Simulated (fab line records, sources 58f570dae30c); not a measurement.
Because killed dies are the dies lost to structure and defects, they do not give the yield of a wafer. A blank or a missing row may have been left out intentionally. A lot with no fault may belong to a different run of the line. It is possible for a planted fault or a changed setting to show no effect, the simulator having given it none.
Which of the tools did it? + flow berkeleyCmos170 + 14 lots (42 wafers sampled), 1 step of a 331-step route

== WHAT THE GAUGES SHOWED, per wafer ==
No reading from a measuring or inspecting step in the record can be judged against a usual standard deviation.

== EACH LOT AND THE TOOL THAT RAN IT (in order: tool; ch and the chambers of the sampled wafers; start) ==
| lot  | UCB170_WELLDRIVE_ANNEAL_03   |
|------|------------------------------|
| L251 | furnace-02 ch 0, day 3 08:44 |
| L252 | furnace-04 ch 0, day 4 01:50 |
| L253 | furnace-04 ch 0, day 4 01:50 |
| L254 | furnace-01 ch 0, day 4 07:47 |
| L256 | furnace-04 ch 0, day 4 22:22 |
| L258 | furnace-01 ch 0, day 5 05:14 |
| L259 | furnace-04 ch 0, day 5 16:35 |
| L260 | furnace-01 ch 0, day 5 21:16 |
| L263 | furnace-01 ch 0, day 6 01:26 |
| L267 | furnace-04 ch 0, day 6 21:47 |
| L268 | furnace-01 ch 0, day 7 05:32 |
| L269 | furnace-01 ch 0, day 7 05:32 |
| L273 | furnace-04 ch 0, day 8 08:41 |
| L274 | furnace-04 ch 0, day 8 08:41 |
- UCB170_WELLDRIVE_ANNEAL_03: time 900 s.

== WHAT THE TOOLS THEMSELVES READ (means of the sampled wafers that have a number; where no wafer has one, the mark that the record gives instead) ==
UCB170_WELLDRIVE_ANNEAL_03.
| lot  | tool       | spikeTcCentreC (C) | spikeTcLoadC (C) | spikeTcSourceC (C) | tubeCenterTempC (C) | tube_center_temp_C_max |
|------|------------|--------------------|------------------|--------------------|---------------------|------------------------|
| L251 | furnace-02 | 1101.3             | 1130.9           | 1124.0             | 1100                | 1103.1                 |
| L252 | furnace-04 | 1103.6             | 1126.4           | 1124.2             | 1100                | 1102.8                 |
| L253 | furnace-04 | 1103.9             | 1126.3           | 1125.8             | 1100                | 1102.6                 |
| L254 | furnace-01 | 1101.8             | 1127.2           | 1120.9             | 1100                | 1102.5                 |
| L256 | furnace-04 | 1103.7             | 1126.5           | 1125.2             | 1100                | 1102.4                 |
| L258 | furnace-01 | 1105.1             | 1126.1           | 1121.3             | 1100                | 1102.6                 |
| L259 | furnace-04 | 1103.4             | 1125.9           | 1125.9             | 1100                | 1103.1                 |
| L260 | furnace-01 | 1103.7             | 1125.9           | 1120.5             | 1100                | 1102.8                 |
| L263 | furnace-01 | 1103.7             | 1127.3           | 1121.2             | 1100                | 1103.0                 |
| L267 | furnace-04 | 1103.1             | 1125.0           | 1126.1             | 1100                | 1103.0                 |
| L268 | furnace-01 | 1154.1             | 1177.5           | 1170.6             | 1150                | 1153.0                 |
| L269 | furnace-01 | 1153.2             | 1176.5           | 1171.7             | 1150                | 1152.6                 |
| L273 | furnace-04 | 1104.7             | 1126.4           | 1126.1             | 1100                | 1102.9                 |
| L274 | furnace-04 | 1104.0             | 1127.3           | 1125.9             | 1100                | 1102.9                 |

== THE ANSWER, worked out from the rows above alone ==
Rule: what is usual is taken from the lots themselves. The widest of any qualifying gaps counts: lots, ordered by their means at a reading, are off when they make up no more than a third of the lots, leave a main group of 4 or more, and stand apart from it by 3 or more times the standard deviation of that group's means. Not used: any main group whose means are identical at the precision the tables above print for the reading. A lot without any number at a reading at which 4 lots or more have one is off too. The other lots that the step has rows for count as sound. Order of review: gauges by route order, followed by the tools' own readings, for which a lot's mean as printed above is used. The first step at which some lot is off is used, and at that step the reading that is off furthest; a lot without a number counts as furthest.
Off: L268, L269 (UCB170_WELLDRIVE_ANNEAL_03, tube_center_temp_C_max). Main group: mean 1102.8, sd 0.23.
If a tool, at that step or one of the process steps before it, ran each lot that is off and ran no sound lot following the first of them, it fits. One fits: UCB170_WELLDRIVE_ANNEAL_03 on furnace-01. Its last sound lot is L263 (day 6 01:26), its first lot that is off L268 (day 7 05:32): a fault that began between those two fits.
The tool's own readings at UCB170_WELLDRIVE_ANNEAL_03 bear it out: on the lots that are off they differ by more than 5 times the standard deviation of the sound lots' means. spikeTcCentreC reads 1153.7 C there against 1103.5 C on the sound lots; spikeTcLoadC reads 1177.0 C there against 1126.8 C on the sound lots; spikeTcSourceC reads 1171.2 C there against 1123.9 C on the sound lots; tubeCenterTempC reads 1150 C there against 1100 C on the sound lots; tube_center_temp_C_max reads 1152.8 there against 1102.8 on the sound lots.

== WHAT THE SIMULATOR PUT IN ==
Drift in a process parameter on furnace-01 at UCB170_WELLDRIVE_ANNEAL_03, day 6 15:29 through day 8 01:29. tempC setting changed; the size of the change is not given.
Lots struck among those shown: L268, L269. The rule above found the same.
